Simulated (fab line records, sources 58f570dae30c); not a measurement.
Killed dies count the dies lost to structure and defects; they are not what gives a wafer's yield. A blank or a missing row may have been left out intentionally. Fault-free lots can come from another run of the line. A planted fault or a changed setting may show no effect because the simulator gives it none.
Split-lot trial -- flow berkeley cmos170 -- route with 331 steps; 5 lots, 23 wafers read

THE SPLIT
At UCB170_ACTIVE_COAT_08 (resist thk 900 nm), the setting spin rpm was moved away from the recipe's 1500 rpm on 8 of the 23 wafers read, by -4.7% to +6.9%. This setting was run at the recipe's value on the other wafers.

The reading is taken at the split's own step.

THE READING
KrF_of_ACTIVE_COAT_08.thk nm (the simulator's own value, which no gauge read), in nm, at UCB170_ACTIVE_COAT_08 (resist thk 900 nm). The file does not state a usual value for it. Average 899.6 nm, standard deviation 1.9 nm, over the 15 wafers here run with the recipe.

wafer,"tool, chamber at the split","spin rpm as run, rpm",against the recipe,"KrF_of_ACTIVE_COAT_08.thk nm, nm",against lot-mates on the recipe
L075.1,"litho track-04, 0",1500,recipe,899.6,-
L075.2,"litho track-04, 0",1500,recipe,900.8,-
L075.4,"litho track-04, 0",1500,recipe,900.8,-
L075.5,"litho track-04, 0",1500,recipe,899.8,-
L075.6,"litho track-04, 0",1500,recipe,900.2,-
L076.2,"litho track-02, 0",1500,recipe,900.1,-
L076.3,"litho track-02, 0",1603,+6.9%,868,-30.5
L076.4,"litho track-02, 0",1500,recipe,898.9,-
L076.5,"litho track-02, 0",1500,recipe,896.6,-
L076.6,"litho track-02, 0",1603,+6.9%,871,-27.5
L077.1,"litho track-04, 0",1429,-4.7%,923.5,+21.3
L077.2,"litho track-04, 0",1500,recipe,903,-
L077.3,"litho track-04, 0",1429,-4.7%,922.7,+20.5
L077.4,"litho track-04, 0",1500,recipe,901.4,-
L077.5,"litho track-04, 0",1429,-4.7%,924.2,+22.0
L083.2,"litho track-02, 0",1500,recipe,901.1,-
L083.3,"litho track-02, 0",1530,+2.0%,889.6,-11.6
L083.4,"litho track-02, 0",1500,recipe,901.3,-
L083.5,"litho track-02, 0",1530,+2.0%,893.7,-7.5
L083.6,"litho track-02, 0",1530,+2.0%,889.2,-12.0
L085.3,"litho track-04, 0",1500,recipe,896.6,-
L085.4,"litho track-04, 0",1500,recipe,896.8,-
L085.5,"litho track-04, 0",1500,recipe,897.3,-

THE FIT
A straight line over all 23 wafers: KrF_of_ACTIVE_COAT_08.thk nm changes by -4.65 nm for each +1% of spin rpm; r = -0.99; the points scatter about the line by 2 nm.
The same after taking each lot's own level away (the mean of its wafers on the recipe; 23 wafers): -4.4 nm for each +1%; r = -0.99; scatter 1.3 nm.
According to that fit, moving spin rpm by its largest amount changes the reading by 30 nm.
The span of the lots' own levels, 896.90 to 902.20 nm, comes to 2.8 times the standard deviation stated above.
The two slopes are in agreement: the lot-to-lot level therefore moves the slope only a little.
Check: with one of the wafers moved furthest among these (+6.9%) left out of the fit, the line predicts -30.1 nm for it against its lot-mates. It came out at -30.5 nm against them.

OTHER SPLITS ON THESE WAFERS
These wafers also went through other splits before the reading. Each is held against what the fit with the lots' levels taken away leaves over:
other split on the same wafers,wafers away from the commonest value,r with KrF_of_ACTIVE_COAT_08.thk nm (lot level and that fit taken away)
UCB170_ZERO_COAT_01 spin rpm,7,+0.33
UCB170_NWELL_OXIDATION_01 ox time s,15,+0.31
UCB170_NWELL_IMPLANT_14 dose cm2,5,+0.38
UCB170_PWELL_OXIDATION_02 temp c,5,+0.13
UCB170_PWELL_DEVELOP_12 develop time s,8,-0.42
UCB170_PWELL_IMPLANT_15 energy kev,5,+0.32

THE FILE'S OWN FIT
KrF_of_ACTIVE_COAT_08.thk nm changes by -4.36 nm for each +1% of spin rpm, r = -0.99.
